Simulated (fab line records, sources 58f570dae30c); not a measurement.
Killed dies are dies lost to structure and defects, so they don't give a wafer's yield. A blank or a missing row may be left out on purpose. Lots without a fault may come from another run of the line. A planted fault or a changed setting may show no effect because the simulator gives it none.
Split-lot experiment | flow berkeley_cmos170 | 5 lots, 23 wafers read, on a route of 331 steps

THE SPLIT
At UCB170_M1_PEB_07, the setting peb_temp_c was moved away from the recipe's 130 C on 7 of the 23 wafers read, by -2.5% to +0.8%. The other wafers ran this setting at the recipe's value.

FROM THE SPLIT TO THE READING: what the file shows between them, 5 steps
- UCB170_M1_DEVELOP_08: develop time 45 s
- UCB170_M1_CD_MEAS_09: target cd 700 nm
- UCB170_M1_ETCH_11: etches BARC in N2/H2
- UCB170_M1_METAL_ETCH_12: etches Al in Cl2/BCl3, stops on PSG, target depth 780 nm, time 130 s (also split here: time_s)
- UCB170_M1_STRIP_13: strips in O2

THE READING
cd_nm, in nm, at UCB170_M1_CD_MEAS_90 (target cd 700 nm). Fault-free wafers of this fab line usually give 700.8 nm, standard deviation 2.5 nm.

wafer  | tool, chamber at the split | peb_temp_c as run, C | against the recipe | cd_nm, nm | against lot-mates on the recipe
L075.1 | litho_track-02, 0          | 130                  | recipe             | 708.9     | -
L075.3 | litho_track-02, 0          | 128.9                | -0.8%              | 712.5     | +6.7
L075.4 | litho_track-02, 0          | 128.9                | -0.8%              | 715.0     | +9.2
L075.5 | litho_track-02, 0          | 130                  | recipe             | 705.8     | -
L075.6 | litho_track-02, 0          | 130                  | recipe             | 702.6     | -
L078.1 | litho_track-02, 0          | 130                  | recipe             | 701.6     | -
L078.5 | litho_track-02, 0          | 130                  | recipe             | 703.8     | -
L078.6 | litho_track-02, 0          | 130                  | recipe             | 700.1     | -
L082.1 | litho_track-04, 0          | 130                  | recipe             | 701.2     | -
L082.2 | litho_track-04, 0          | 126.8                | -2.5%              | 727.2     | +27.6
L082.3 | litho_track-04, 0          | 126.8                | -2.5%              | 724.9     | +25.3
L082.5 | litho_track-04, 0          | 126.8                | -2.5%              | 728.5     | +28.9
L082.6 | litho_track-04, 0          | 130                  | recipe             | 698.0     | -
L085.1 | litho_track-03, 0          | 130                  | recipe             | 704.8     | -
L085.2 | litho_track-03, 0          | 130                  | recipe             | 702.0     | -
L085.4 | litho_track-03, 0          | 130                  | recipe             | 700.5     | -
L085.5 | litho_track-03, 0          | 130                  | recipe             | 698.8     | -
L085.6 | litho_track-03, 0          | 130                  | recipe             | 708.9     | -
L084.1 | litho_track-02, 0          | 130                  | recipe             | 697.7     | -
L084.2 | litho_track-02, 0          | 131                  | +0.8%              | 693.7     | -3.4
L084.3 | litho_track-02, 0          | 130                  | recipe             | 696.8     | -
L084.4 | litho_track-02, 0          | 131                  | +0.8%              | 687.3     | -9.8
L084.6 | litho_track-02, 0          | 130                  | recipe             | 696.7     | -

THE FIT
A straight line over all 23 wafers: cd_nm changes by -10.8 nm for each +1% of peb_temp_c; r = -0.94; the points scatter about the line by 3.8 nm.
The same after taking each lot's own level away (the mean of its wafers on the recipe; 23 wafers): -10.8 nm for each +1%; r = -0.97; scatter 2.5 nm.
On that fit, the largest move of peb_temp_c shifts the reading by 26 nm.
The lots' own levels span 697.07 to 705.77 nm, that is 3.5 times the standard deviation above.
So the lot-to-lot level changes the slope little: the two slopes agree.
Check: with one of the wafers moved furthest among these (-2.5%) left out of the fit, the line predicts +26.3 nm for it against its lot-mates. It came out at +27.6 nm against them.

OTHER SPLITS ON THESE WAFERS
These wafers also went through other splits before the reading. Each is held against what the fit with the lots' levels taken away leaves over:
other split on the same wafers   | wafers away from the commonest value | r with cd_nm (lot level and that fit taken away)
UCB170_CONTACT_EXPOSE_12 dose_mj | 10                                   | +0.36
UCB170_M1_METAL_ETCH_12 time_s   | 10                                   | -0.39

THE WHOLE CHAIN: every reading that the file lists as answering this split, in the file's order
step                    | what it does                                                         | reading                                                   | change (the file's fit)              | r (the file's)
UCB170_M1_CD_MEAS_09    | target cd 700 nm                                                     | cd_nm                                                     | -9.57 nm for each +1% of the setting | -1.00
UCB170_M1_ETCH_11       | etches BARC in N2/H2                                                 | M1.cd_nm (the simulator's own value, which no gauge read) | -9.84 nm for each +1% of the setting | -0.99
UCB170_M1_METAL_ETCH_12 | etches Al in Cl2/BCl3, stops on PSG, target depth 780 nm, time 130 s | M1.cd_nm (the simulator's own value, which no gauge read) | -10.6 nm for each +1% of the setting | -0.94
UCB170_M1_CD_MEAS_90    | target cd 700 nm                                                     | cd_nm                                                     | -10.7 nm for each +1% of the setting | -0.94

THE FILE'S OWN FIT
cd_nm changes by -10.7 nm for each +1% of peb_temp_c, r = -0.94.
